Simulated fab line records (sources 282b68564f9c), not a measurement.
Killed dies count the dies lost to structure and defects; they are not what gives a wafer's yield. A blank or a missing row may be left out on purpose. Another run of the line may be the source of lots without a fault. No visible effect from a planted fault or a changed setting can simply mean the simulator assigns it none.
What tool caused it? ; flow ritCmos ; route of 202 steps, sampled at 1 step: 15 lots, 45 wafers

## WHAT THE GAUGES READ, wafer by wafer
No reading from a measuring or inspecting step in the record can be judged against a usual standard deviation.

## TOOL THAT RAN EACH LOT (tool first, then ch and the chambers of the sampled wafers, then the start)
lot;RIT_PRETRO_COAT_01
L940;lithoTrack-02 ch 0, day 2 14:13
L941;lithoTrack-02 ch 0, day 2 18:55
L942;lithoTrack-03 ch 0, day 3 00:03
L944;lithoTrack-01 ch 0, day 3 08:17
L945;lithoTrack-03 ch 0, day 3 15:10
L947;lithoTrack-03 ch 0, day 4 18:24
L948;lithoTrack-01 ch 0, day 4 18:38
L950;lithoTrack-02 ch 0, day 4 23:47
L949;lithoTrack-01 ch 0, day 5 00:12
L951;lithoTrack-03 ch 0, day 5 00:26
L954;lithoTrack-03 ch 0, day 5 18:46
L957;lithoTrack-03 ch 0, day 6 02:21
L956;lithoTrack-03 ch 0, day 6 02:57
L959;lithoTrack-03 ch 0, day 6 07:31
L961;lithoTrack-02 ch 0, day 6 19:15
- RIT_PRETRO_COAT_01: resist thk 1300 nm.

## WHAT THE TOOLS THEMSELVES READ (means of the sampled wafers that have a number; where no wafer has one, the mark that the record gives instead)
RIT_PRETRO_COAT_01. Usual: 2000.0 rpm for spinSpeedRpm, sd 1.4.
lot;tool;spinSpeedRpm (rpm);flag
L940;lithoTrack-02;2000.1;
L941;lithoTrack-02;1997.9;
L942;lithoTrack-03;2000.2;
L944;lithoTrack-01;1999.7;
L945;lithoTrack-03;2000.3;
L947;lithoTrack-03;2000.6;
L948;lithoTrack-01;1999.9;
L950;lithoTrack-02;1999.1;
L949;lithoTrack-01;2000.5;
L951;lithoTrack-03;1997.7;
L954;lithoTrack-03;2001.6;
L957;lithoTrack-03;2121.7;OFF
L956;lithoTrack-03;2123.0;OFF
L959;lithoTrack-03;2120.4;OFF
L961;lithoTrack-02;2000.0;

## THE ANSWER, worked out from the rows above alone
Rule: a lot counts as off when the mean over its wafers that have a number is more than 3 standard deviations away from the usual mean. Also off: a lot with no number at a reading for which 4 or more lots have one. Any other lot the step has rows for is counted as sound. After the gauges, taken in route order, come the tools' own readings; for these a lot's mean is taken, as printed above. The first step at which some lot is off is used, and at that step the reading that is off furthest; a lot without a number counts as furthest.
Off: L957, L956, L959 (RIT_PRETRO_COAT_01, spinSpeedRpm).
A tool fits if, at that step or a process step before it, it ran every lot that is off, and no sound lot after the first of them. One fits: RIT_PRETRO_COAT_01 on lithoTrack-03. Its last sound lot is L954 (day 5 18:46), its first lot that is off L957 (day 6 02:21): a fault that began between those two fits.
The tool's own readings at RIT_PRETRO_COAT_01 bear it out: on the lots that are off they differ by more than 5 times the standard deviation of the sound lots' means. spinSpeedRpm reads 2121.7 rpm there against 1999.8 rpm on the sound lots.

## WHAT HAD BEEN PUT IN BY THE SIMULATOR
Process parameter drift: lithoTrack-03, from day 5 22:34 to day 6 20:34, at RIT_PRETRO_COAT_01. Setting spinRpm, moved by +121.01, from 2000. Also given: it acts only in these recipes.
Shown lots that were struck: L957, L956, L959. The same result came from the rule above.
